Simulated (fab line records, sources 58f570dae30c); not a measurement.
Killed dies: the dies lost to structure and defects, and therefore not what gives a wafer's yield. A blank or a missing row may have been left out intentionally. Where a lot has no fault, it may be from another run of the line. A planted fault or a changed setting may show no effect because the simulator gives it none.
A single fault, viewed from 2 desks -- flow berkeley_cmos170 -- what lay behind the numbers comes last; until then each desk has only its own

FROM THE METROLOGY DESK
Lot by lot, what the gauges showed, no matter which tool ran the lot: averages of those sampled wafers that carry a number. Any lot whose mean is over 4 standard deviations away from the usual mean is out of limits and marked OUT; that distance is given in the brackets.
Columns: A = PWELL_OVL at UCB170_PWELL_OVL_MEAS_13, usual 0 nm; B = NSD_RS at UCB170_SDANNEAL_RS_MEAS_03, usual 37.30 ohm/sq; C = cd_nm at UCB170_CONTACT_CD_MEAS_15, usual 699.6 nm; D = M1_AL_THK at UCB170_M1_THK_MEAS_02, usual 603 nm
lot,first seen here,A,B,C,D
L608,day 3 06:48,-7,37.28,699.4,606
L609,day 3 13:56,13,37.24,696.1,594
L611,day 4 01:43,8,37.26,699.3,605
L610,day 4 01:57,4,37.22,698.6,605
L613,day 4 08:16,3,37.40,699.5,599
L612,day 4 08:32,5,37.16,699.2,603
L614,day 4 19:02,6,37.59,700.7,600
L616,day 5 02:02,-9,37.12,698.1,599
L620,day 5 17:34,-0,37.41,667.2 (-22) OUT,608
L623,day 6 13:04,4,37.28,664.3 (-24) OUT,607
L626,day 7 10:38,2,37.27,699.8,600
L627,day 7 17:13,2,37.11,699.7,605
L628,day 7 17:29,-5,37.32,700.6,605
L630,day 8 10:05,-1,37.22,700.5,607
Finding of this desk: L620, L623 out of limits; the first was L623 at day 11 00:31, on cd_nm at UCB170_CONTACT_CD_MEAS_15. L608, L609, L611, L610, L613, L612, L614, L616, L626, L627, L628, L630 stayed within limits.

TOOL OWNER'S DESK, litho_track-01
The tool's own readings at UCB170_CONTACT_PEB_13: means of the sampled wafers that have a number, for each lot that ran on this tool. Any lot whose mean is over 4 standard deviations away from the usual mean is out of limits and marked OUT; that distance is given in the brackets.
Columns: A = heater_power_total_W at UCB170_CONTACT_PEB_13, usual 56.80 W; B = plate_temp_C at UCB170_CONTACT_PEB_13, usual 130.01 C
lot,first seen here,A,B
L609,day 8 21:48,56.79,130.12
L610,day 9 06:00,56.83,129.96
L614,day 9 18:01,56.79,129.94
L623,day 11 00:14,54.30 (-53) OUT,125.65 (-34) OUT
L620,day 11 00:31,54.27 (-54) OUT,125.57 (-34) OUT
Finding of this desk: L620, L623 out of limits; the first was L623 at day 11 00:14, on heater_power_total_W at UCB170_CONTACT_PEB_13. L609, L610, L614 stayed within limits.

BROUGHT TOGETHER
At day 11 00:14, on L620, L623, the tool owner's desk was in a position to raise an alarm.
The metrology desk could have raised an alarm at day 11 00:31, on L620, L623.
The lots listed all ran UCB170_CONTACT_PEB_13 on litho_track-01.

WHAT THE SIMULATOR HAD PUT IN
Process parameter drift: litho_track-01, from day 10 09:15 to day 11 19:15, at UCB170_CONTACT_PEB_13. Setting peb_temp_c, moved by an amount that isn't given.
Struck lots among those shown: L620, L623.
Time in hours from fault onset to the first out-of-limits reading at each desk: tool owner's desk 15, metrology desk 15.
